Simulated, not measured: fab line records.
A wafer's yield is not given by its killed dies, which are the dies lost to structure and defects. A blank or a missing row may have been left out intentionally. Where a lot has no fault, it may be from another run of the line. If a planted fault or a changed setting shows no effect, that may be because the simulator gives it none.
Which of the tools did it?	flow rit_cmos	45 wafers from 15 lots sampled at 2 of the route's 202 steps

WHAT EACH GAUGE READ, for each wafer
RIT_ACTIVE_CD_MEAS_90 targets a cd of 1400 nm. Usual: cd_nm at 1399.6 nm, with a standard deviation of 2.7.
lot	measured	on	cd_nm (nm)	flag
L929	day 1 15:34	cd_sem-01	1397.2 1399.5 1399.9	
L930	day 1 20:20	cd_sem-01	1399.5 1402.1 1399.1	
L933	day 2 11:10	cd_sem-01	1401.1 1403.1 1399.2	
L934	day 2 17:15	cd_sem-01	1400.6 1398.4 1400.6	
L935	day 2 21:02	cd_sem-02	1398.1 1398.5 1401.8	
L936	day 3 02:08	cd_sem-01	1402.3 1399.5 1399.6	
L937	day 3 07:01	cd_sem-01	1400.3 1401.6 1398.2	
L942	day 4 08:26	cd_sem-02	1402.3 1405.7 1404.0	
L943	day 4 13:21	cd_sem-02	1395.2 1397.5 1396.5	
L944	day 4 18:17	cd_sem-02	1399.2 1402.2 1402.0	
L947	day 5 09:02	cd_sem-01	1402.5 1403.8 1402.3	
L949	day 5 23:50	cd_sem-01	1393.7 1393.1 1392.6	
L950	day 6 05:26	cd_sem-02	1400.7 1399.3 1399.3	
L951	day 6 05:38	cd_sem-01	1396.9 1399.0 1397.5	
L952	day 6 10:08	cd_sem-01	1397.9 1396.9 1399.0	

RIT_FOX2_THK_MEAS_01. Usual: FOX2_OXIDE_THK gives 350 nm (standard deviation 6.3).
lot	measured	on	FOX2_OXIDE_THK (nm)	flag
L929	day 1 21:23	film_metro-04	343 344 341	
L930	day 2 01:05	film_metro-03	361 369 353	
L933	day 2 15:26	film_metro-04	342 344 341	
L934	day 2 20:53	film_metro-02	348 346 343	
L935	day 3 01:13	film_metro-02	357 347 357	
L936	day 3 05:35	film_metro-03	360 352 355	
L937	day 3 13:05	film_metro-02	341 337 336	
L942	day 4 11:46	film_metro-02	355 357 355	
L943	day 4 18:22	film_metro-03	348 351 350	
L944	day 4 21:52	film_metro-03	355 363 357	
L947	day 5 13:22	film_metro-02	346 346 346	
L949	day 6 06:16	film_metro-03	352 350 353	
L950	day 6 08:44	film_metro-03	352 348 356	
L951	day 6 09:04	film_metro-03	353 355 356	
L952	day 6 17:56	film_metro-03	352 362 350	

WHICH TOOL RAN EACH LOT (tool, then ch and the chambers of the sampled wafers, then the start)
The record holds no process step before these readings.

AS READ BY THE TOOLS THEMSELVES (means over the sampled wafers that have a number; for cases with no such wafer, the mark the record gives instead)
The record holds no such reading with a usual standard deviation.

THE ANSWER, worked out from the rows above alone
Rule: take the mean of a lot's wafers that have a number; if it is more than 3 standard deviations from the usual mean, the lot is off. Also off: a lot with no number at a reading for which 4 or more lots have one. Where the step has rows for the other lots, those lots are counted as sound. The gauges are gone through in route order, then the tools' own readings, and for those a lot's mean is taken as printed above. At the first step where some lot is off, the reading lying furthest off is the one used; lots without a number count as furthest.
No lot is off at any reading shown: from this, nothing can be told.

WHAT WAS PUT IN BY THE SIMULATOR
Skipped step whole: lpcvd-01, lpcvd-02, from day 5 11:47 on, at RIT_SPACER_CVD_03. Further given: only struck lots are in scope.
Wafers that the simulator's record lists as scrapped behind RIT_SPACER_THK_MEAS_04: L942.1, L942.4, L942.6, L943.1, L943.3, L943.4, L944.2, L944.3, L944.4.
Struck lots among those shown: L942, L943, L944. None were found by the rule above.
